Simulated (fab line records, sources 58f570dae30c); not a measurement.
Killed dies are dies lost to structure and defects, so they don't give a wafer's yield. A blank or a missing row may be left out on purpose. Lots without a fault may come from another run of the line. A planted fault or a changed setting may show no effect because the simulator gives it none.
A struck lot beside a sound one | flow berkeley_cmos170 | 44 steps out of a route of 331
Sound: wafers L724.2, L724.3, L724.4. Struck: wafers L736.1, L736.3, L736.5. The cause comes at the end.
At each step with rows: each side's tool, then ch and its chambers, then its first start. Under that, the readings that differ: sound wafers | struck wafers | difference of the means | sigmas: that difference in standard deviations of wafers without a fault.
alike: readings whose means differ by less than 2 such deviations, and words and numbers that are the same on both sides. not compared: withheld readings, readings that some wafer has no value for, bounds like >300 that may hide the same value, and numbers for which the record gives no deviation and whose values overlap.
The two part at a step that has a row with sigmas, a row that says differs or no value, or rows on one side only. Numbers that don't overlap but have no deviation are shown without sigmas and don't part them. A reading that every wafer of one side lacks parts them only if that side has two wafers or more.

first, 1 step without rows for these wafers: UCB170_SDANNEAL_RTA_01 (time 5.204 s).
UCB170_SDANNEAL_RS_MEAS_02: measures by four-point-probe.
  sound on film_metro-02, day 7 03:08; struck on film_metro-02, day 9 16:41
  alike: PSD_RS
UCB170_SDANNEAL_RS_MEAS_03: measures by four-point-probe.
  sound on film_metro-02, day 7 03:15; struck on film_metro-02, day 9 16:49
  alike: NSD_RS
UCB170_SDANNEAL_RS_MEAS_04: measures by four-point-probe.
  sound on film_metro-02, day 7 03:22; struck on film_metro-02, day 9 16:56
  alike: PLDD_RS
UCB170_SDANNEAL_RS_MEAS_05: measures by four-point-probe.
  sound on film_metro-02, day 7 03:29; struck on film_metro-02, day 9 17:03
  alike: NLDD_RS
then, 2 steps without rows for these wafers: UCB170_SILICIDE_PRE_CLEAN_00 (preclean etch time 60 s); UCB170_SILICIDE_SPUTTER_01 (material Ti, target thk 30 nm, time 24.56 s).
UCB170_SILICIDE_RS_MEAS_02: measures by four-point-probe.
  sound on film_metro-03, day 7 03:43; struck on film_metro-04, day 9 17:16
  alike: SILICIDE_TI_RS
UCB170_SILICIDE_THK_MEAS_03: measures by xrf.
  sound on film_metro-03, day 7 03:49; struck on film_metro-04, day 9 17:23
  alike: SILICIDE_TI_THK
UCB170_SILICIDE_RTA_04: time 15 s.
  sound on rtp_anneal-02 ch 0, day 7 03:53; struck on rtp_anneal-01 ch 0, day 9 17:26
  alike: lamp_power_pct, wafer_temp_C_max
then, 2 steps without rows for these wafers: UCB170_SILICIDE_WET_ETCH_05 (etches Ti in SPM, time 45 s); UCB170_CONTACT_CLEAN_00 (cleans in SPM, time 600 s).
UCB170_CONTACT_CVD_01: deposits PSG from SiH4/O2/PH3, target thk 700 nm, time 2820 s.
  sound on lpcvd-01 ch 0, day 7 05:58; struck on lpcvd-02 ch 1, day 9 18:14
  reading                                 | sound             | struck            | difference | sigmas
  ph3_flow_sccm (sccm)                    | 24.88 24.99 24.98 | 19.92 19.98 19.98 | -4.99      | -61
  zone_power_centre_pct (%)               | 18.0 17.7 17.5    | 18.9 18.9 18.4    | +1.0       | +2
  model.PSG_of_CONTACT_CVD_01.thk_nm (nm) | 699.4 702.4 701.9 | 678.7 681.2 678.6 | -21.7      |
UCB170_CONTACT_THK_MEAS_02:
  sound on film_metro-03, day 7 07:45; struck on film_metro-01, day 9 20:01
  reading              | sound       | struck      | difference | sigmas
  CONTACT_PSG_THK (nm) | 700 702 702 | 679 681 679 | -22        | -3
then, 3 steps without rows for these wafers: UCB170_CONTACT_HMDS_03 (prime time 60 s); UCB170_CONTACT_COAT_04 (resist thk 900 nm); UCB170_CONTACT_SOFTBAKE_05 (time 60 s).
UCB170_CONTACT_STRIP_06: strips in O2.
  sound on plasma_asher-03 ch 0,1, day 7 08:25; struck on plasma_asher-03 ch 0, day 9 20:31
  alike: drypump_motor_current_A, oes_product_au, strip_time_to_endpoint_s
  not compared: rf_hours_counter_h
then, 1 step without rows for these wafers: UCB170_CONTACT_CLEAN_07 (cleans in SPM, time 600 s).
UCB170_CONTACT_RTA_08: time 10 s.
  sound on rtp_anneal-02 ch 0, day 7 08:42; struck on rtp_anneal-01 ch 0, day 9 20:56
  reading          | sound             | struck            | difference | sigmas
  wafer_temp_C_max | 904.2 904.6 904.8 | 908.7 906.8 906.5 | +2.8       | +2
  alike: lamp_power_pct
then, 6 steps without rows for these wafers: UCB170_CONTACT_COAT_09; UCB170_CONTACT_COAT_10 (resist thk 900 nm); UCB170_CONTACT_SOFTBAKE_11 (time 60 s); UCB170_CONTACT_EXPOSE_12 (exposes mask CONT, target cd 700 nm); UCB170_CONTACT_PEB_13; UCB170_CONTACT_DEVELOP_14 (develop time 45 s).
UCB170_CONTACT_CD_MEAS_15: target cd 700 nm.
  sound on cd_sem-01, day 7 10:23; struck on cd_sem-02, day 9 22:15
  alike: cd_nm
UCB170_CONTACT_OVL_MEAS_16:
  sound on overlay-02, day 7 10:29; struck on overlay-02, day 9 22:22
  alike: CONTACT_OVL
UCB170_CONTACT_ETCH_17: etches BARC in N2/H2.
  sound on rie_diel-01 ch 0,2,3, day 7 10:31; struck on rie_diel-02 ch 1,3, day 9 22:25
  alike: drypump_motor_current_A, oes_product_au, throttle_valve_pct
UCB170_CONTACT_ETCH_18: etches PSG in CHF3/CF4/Ar, stops on TiSi2, target depth 840 nm, time 195 s.
  sound on rie_diel-01 ch 0,2,3; struck on rie_diel-02 ch 1,3
  reading                             | sound             | struck            | difference | sigmas
  oes_product_au (a.u.)               | 0.892 0.876 0.907 | 0.870 0.867 0.858 | -0.027     | -2
  model.etch.depth_nm (nm)            | 699.4 702.4 701.9 | 678.7 681.2 678.6 | -21.7      |
  model.CONTACT.feature_depth_nm (nm) | 699.4 702.4 701.9 | 678.7 681.2 678.6 | -21.7      |
  alike: drypump_motor_current_A, throttle_valve_pct
  not compared: rf_hours_counter_h
UCB170_CONTACT_STRIP_19: strips in O2.
  sound on plasma_asher-03 ch 0,1, day 7 10:41; struck on plasma_asher-03 ch 0,1, day 9 22:34
  alike: drypump_motor_current_A, oes_product_au
  not compared: rf_hours_counter_h
UCB170_CONTACT_CD_MEAS_90: target cd 700 nm.
  sound on cd_sem-02, day 7 10:49; struck on cd_sem-01, day 9 22:45
  alike: cd_nm
then, 2 steps without rows for these wafers: UCB170_CONTACT_CLEAN_20 (cleans in SPM, time 600 s); UCB170_M1_SPUTTER_00 (material Al, target thk 600 nm, time 80 s).
UCB170_M1_RS_MEAS_01: measures by four-point-probe.
  sound on film_metro-01, day 7 11:10; struck on film_metro-01, day 10 00:19
  alike: M1_AL_RS
UCB170_M1_THK_MEAS_02: measures by xrf.
  sound on film_metro-01, day 7 11:17; struck on film_metro-01, day 10 00:26
  alike: M1_AL_THK
then, 6 steps without rows for these wafers: UCB170_M1_COAT_03; UCB170_M1_COAT_04 (resist thk 900 nm); UCB170_M1_SOFTBAKE_05 (time 60 s); UCB170_M1_EXPOSE_06 (exposes mask METAL1, target cd 700 nm); UCB170_M1_PEB_07; UCB170_M1_DEVELOP_08 (develop time 45 s).
UCB170_M1_METAL_ETCH_12: etches Al in Cl2/BCl3, stops on PSG, target depth 780 nm, time 130 s.
  sound on rie_metal-01 ch 0,1, day 7 12:41; struck on rie_metal-01 ch 0,1, day 10 01:40
  reading                                 | sound             | struck            | difference | sigmas
  model.PSG_of_CONTACT_CVD_01.thk_nm (nm) | 661.3 664.3 664.7 | 641.6 643.2 640.7 | -21.6      |
  alike: drypump_motor_current_A, oes_product_au, throttle_valve_pct
  not compared: rf_hours_counter_h
UCB170_M3_PROBE_99:
  the record has rows for the sound wafers here (prober-02, day 8 04:08) and none for the struck ones

WHERE THEY PART
First at UCB170_CONTACT_CVD_01; last, within this record, at UCB170_M3_PROBE_99.

WHY: what the simulator had put in
Process parameter drift: lpcvd-02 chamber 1, from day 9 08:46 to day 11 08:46, at UCB170_CONTACT_CVD_01. Setting ph3_flow_sccm, moved by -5, from 25.
